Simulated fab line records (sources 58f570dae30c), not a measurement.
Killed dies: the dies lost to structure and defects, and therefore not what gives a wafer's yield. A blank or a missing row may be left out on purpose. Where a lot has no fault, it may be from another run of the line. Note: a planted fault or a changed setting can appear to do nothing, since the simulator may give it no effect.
Code-filled problem report in 8D (eight disciplines) form :: flow berkeley-cmos170 :: the parts of the form that need people (team, actions taken, sign-off) are left out

== 1. WHAT WENT WRONG ==
beam-energy-keV at UCB170_PFIELD_IMPLANT_07 reads a mean of 87.272 on 6 wafers of 2 lots; wafers without a fault read 80.003 with a standard deviation of 0.025. So: +99 or more standard deviations from the usual mean.
First observed at day 6 18:52: wafer L971.2, on implanter-02. Wafers with a number at this step in the record: 18, from 6 lots. By rule, "out" or "out of limits" means more than 4 standard deviations away from the usual mean. The rest of the wafers with a number are treated as sound.

== 2. WHAT IT IS AND WHAT IT IS NOT ==
question: which readings at this step
is: beam-energy-keV
is not: beam-on-s, faraday-current-uA

question: which lots
is: L971, L973
is not: L962, L968, L977, L979

question: which wafers of those lots
is: all that have a number
is not: -

question: read on which tools
is: implanter-02
is not: implanter-03, implanter-04

question: when
is: from day 6 18:52
is not: up to then (6 sound wafers); but 6 sound wafers of L977, L979 came after

== 3. THE SUSPECTS, EACH WITH WHAT RULES IT OUT ==
Counting: a tool at a process step up to the reading stays a suspect if it ran every lot that is out and no sound lot after the first of them.
- implanter-02 at UCB170_PFIELD_IMPLANT_07: kept. Every lot that is out went through it, starting with L971 (day 6 18:52), and after that it ran no sound lot; the last sound lot it ran before then is L962 (day 5 03:59). On those wafers its own readings are out: beam-energy-keV.
Left after counting: implanter-02 at UCB170_PFIELD_IMPLANT_07.

== 4. THE CAUSE (what the simulator had put in) ==
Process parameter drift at UCB170_PFIELD_IMPLANT_07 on implanter-02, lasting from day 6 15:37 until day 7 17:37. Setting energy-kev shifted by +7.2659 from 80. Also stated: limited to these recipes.
The count eliminated every tool but this one.

== 5. THE EFFECT CHAIN, in route order ==
Each row: a reading whose mean over the struck wafers that have a number lies more than 3 standard deviations from the usual. Readings are gone through only where the record gives a usual standard deviation; hours: the median, over the lots, of the time from a lot's start at the first step in this table giving one to that lot's start at this step; sigmas: the change measured in usual standard deviations.
hours: 0
step: UCB170_PFIELD_IMPLANT_07
reading: beam-energy-keV
usual: 80.003
on struck wafers: 87.272
change: +7.269
sigmas: +99 or more
Process steps it contains:
- UCB170_PFIELD_IMPLANT_07

== 6. WHAT WOULD HAVE CAUGHT IT SOONER ==
The fault began at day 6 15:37; the first out-of-limits reading in this record came at day 6 18:52, 3 hours later.
